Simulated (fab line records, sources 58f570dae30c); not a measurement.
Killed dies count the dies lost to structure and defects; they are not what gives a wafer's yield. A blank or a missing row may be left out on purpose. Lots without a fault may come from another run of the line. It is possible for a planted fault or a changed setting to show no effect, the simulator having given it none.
Which tool did it? ; flow berkeley-cmos170 ; Sampling: 14 lots, 42 wafers, 4 of 331 route steps

## WHAT THE GAUGES SHOWED, per wafer
UCB170_V1_THK_MEAS_01.
lot;measured;on;V1_TEOS_THK (nm)
L812;day 7 02:06;film-metro-03;2024 2011 2049
L813;day 7 09:53;film-metro-02;1991 1977 1989
L814;day 7 09:48;film-metro-03;2036 2064 2057
L816;day 8 03:02;film-metro-04;1971 2001 2043
L818;day 8 16:44;film-metro-03;1997 2025 2018
L819;day 8 16:43;film-metro-02;1975 1984 2019
L820;day 8 23:31;film-metro-04;2002 1994 2027
L823;day 9 20:35;film-metro-04;2000 2005 2021
L826;day 10 06:24;film-metro-03;2024 2039 2059
L828;day 11 00:58;film-metro-03;2007 2051 2072
L830;day 11 00:57;film-metro-04;2010 1997 2021
L832;day 11 01:06;film-metro-02;2006 1996 2032
L833;day 12 03:52;film-metro-03;1990 2000 2009
L835;day 12 03:49;film-metro-04;2012 2030 2034

UCB170_V2_THK_MEAS_01.
lot;measured;on;V2_TEOS_THK (nm)
L812;day 7 08:07;film-metro-03;1982 1997 2024
L813;day 7 16:21;film-metro-01;1962 2004 2002
L814;day 7 16:13;film-metro-01;2002 2007 1992
L816;day 8 09:57;film-metro-02;1992 1988 2043
L818;day 8 21:45;film-metro-02;1962 2000 1990
L819;day 8 22:01;film-metro-01;2005 1995 1978
L820;day 9 04:35;film-metro-02;1974 1988 2018
L823;day 10 02:19;film-metro-02;1964 1949 1979
L826;day 10 14:17;film-metro-01;1997 1979 2002
L828;day 11 07:07;film-metro-01;1964 1984 1997
L830;day 11 07:18;film-metro-02;2003 2009 1991
L832;day 11 07:43;film-metro-02;1918 1956 1977
L833;day 12 11:56;film-metro-02;1993 2015 2049
L835;day 12 11:31;film-metro-03;2033 2034 2055

## EACH LOT AND THE TOOL THAT RAN IT (in order: tool; ch and the chambers of the sampled wafers; start)
lot;UCB170_SILICIDE_RTA_04;UCB170_CONTACT_COAT_10
L812;rtp-anneal-01 ch 0, day 6 15:50;litho-track-03 ch 0, day 6 18:00
L813;rtp-anneal-02 ch 0, day 6 19:15;litho-track-03 ch 0, day 7 00:00
L814;rtp-anneal-01 ch 0, day 6 19:47;litho-track-02 ch 0, day 7 00:00
L816;rtp-anneal-02 ch 0, day 7 16:23;litho-track-02 ch 0, day 7 20:00
L818;rtp-anneal-02 ch 0, day 8 02:54;litho-track-03 ch 0, day 8 07:00
L819;rtp-anneal-01 ch 0, day 8 03:05;litho-track-02 ch 0, day 8 07:00
L820;rtp-anneal-02 ch 0, day 8 11:51;litho-track-03 ch 0, day 8 14:00
L823;rtp-anneal-02 ch 0, day 9 10:29;litho-track-01 ch 0, day 9 13:00
L826;rtp-anneal-01 ch 0, day 9 20:53;litho-track-03 ch 0, day 9 23:00
L828;rtp-anneal-02 ch 0, day 10 12:56;litho-track-03 ch 0, day 10 16:00
L830;rtp-anneal-02 ch 0, day 10 13:16;litho-track-02 ch 0, day 10 16:00
L832;rtp-anneal-01 ch 0, day 10 13:41;litho-track-01 ch 0, day 10 17:00
L833;rtp-anneal-02 ch 0, day 11 17:19;litho-track-02 ch 0, day 11 21:00
L835;rtp-anneal-01 ch 0, day 11 17:32;litho-track-01 ch 0, day 11 22:00
- UCB170_SILICIDE_RTA_04: time 15 s.
- UCB170_CONTACT_COAT_10: resist thk 900 nm.

## WHAT THE TOOLS THEMSELVES READ (means of the sampled wafers that have a number; where no wafer has one, the mark that the record gives instead)
UCB170_SILICIDE_RTA_04.
lot;tool;lamp-power-pct (%);wafer_temp_C_max
L812;rtp-anneal-01;10.21;652.0
L813;rtp-anneal-02;9.73;652.2
L814;rtp-anneal-01;10.21;652.3
L816;rtp-anneal-02;9.73;652.0
L818;rtp-anneal-02;9.73;652.0
L819;rtp-anneal-01;10.22;651.9
L820;rtp-anneal-02;9.73;652.6
L823;rtp-anneal-02;9.73;652.7
L826;rtp-anneal-01;10.20;652.4
L828;rtp-anneal-02;9.74;652.3
L830;rtp-anneal-02;9.74;652.3
L832;rtp-anneal-01;10.22;651.6
L833;rtp-anneal-02;9.73;652.6
L835;rtp-anneal-01;10.21;651.8

UCB170_CONTACT_COAT_10.
lot;tool;spin-speed-rpm (rpm)
L812;litho-track-03;1500.1
L813;litho-track-03;1500.2
L814;litho-track-02;1499.4
L816;litho-track-02;1500.6
L818;litho-track-03;1499.5
L819;litho-track-02;1500.6
L820;litho-track-03;1499.9
L823;litho-track-01;1500.7
L826;litho-track-03;1388.0
L828;litho-track-03;1388.2
L830;litho-track-02;1499.4
L832;litho-track-01;1499.2
L833;litho-track-02;1500.6
L835;litho-track-01;1499.3

## THE ANSWER, worked out from the rows above alone
Rule: what is usual is taken from the lots themselves. The widest of any qualifying gaps counts: lots, ordered by their means at a reading, are off when they make up no more than a third of the lots, leave a main group of 4 or more, and stand apart from it by 3 or more times the standard deviation of that group's means. A main group whose means are all the same, to the digits that the tables above print for the reading, isn't used. Also off: a lot with no number at a reading for which 4 or more lots have one. Where the step has rows for the other lots, those lots are counted as sound. After the gauges, taken in route order, come the tools' own readings; for these a lot's mean is taken, as printed above. At the first step where some lot is off, the reading lying furthest off is the one used; lots without a number count as furthest.
Off: L826, L828 (UCB170_CONTACT_COAT_10, spin-speed-rpm). The main group has a mean of 1500.0 rpm with a standard deviation of 0.56.
If a tool, at that step or one of the process steps before it, ran each lot that is off and ran no sound lot following the first of them, it fits. One candidate fits, namely litho-track-03 at UCB170_CONTACT_COAT_10. Its last sound lot is L820 (day 8 14:00), its first lot that is off L826 (day 9 23:00): a fault that began between those two fits.
On the lots that are off, the tool's own readings at UCB170_CONTACT_COAT_10 differ by more than 5 times the standard deviation of the sound lots' means, which bears it out; spin-speed-rpm reads 1388.1 rpm there versus 1500.0 rpm on the sound lots.

## WHAT THE SIMULATOR HAD INSERTED
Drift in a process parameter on litho-track-03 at UCB170_CONTACT_COAT_10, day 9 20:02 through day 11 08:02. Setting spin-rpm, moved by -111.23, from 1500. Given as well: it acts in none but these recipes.
Lots struck among those shown: L826, L828. This agrees with what the rule above found.
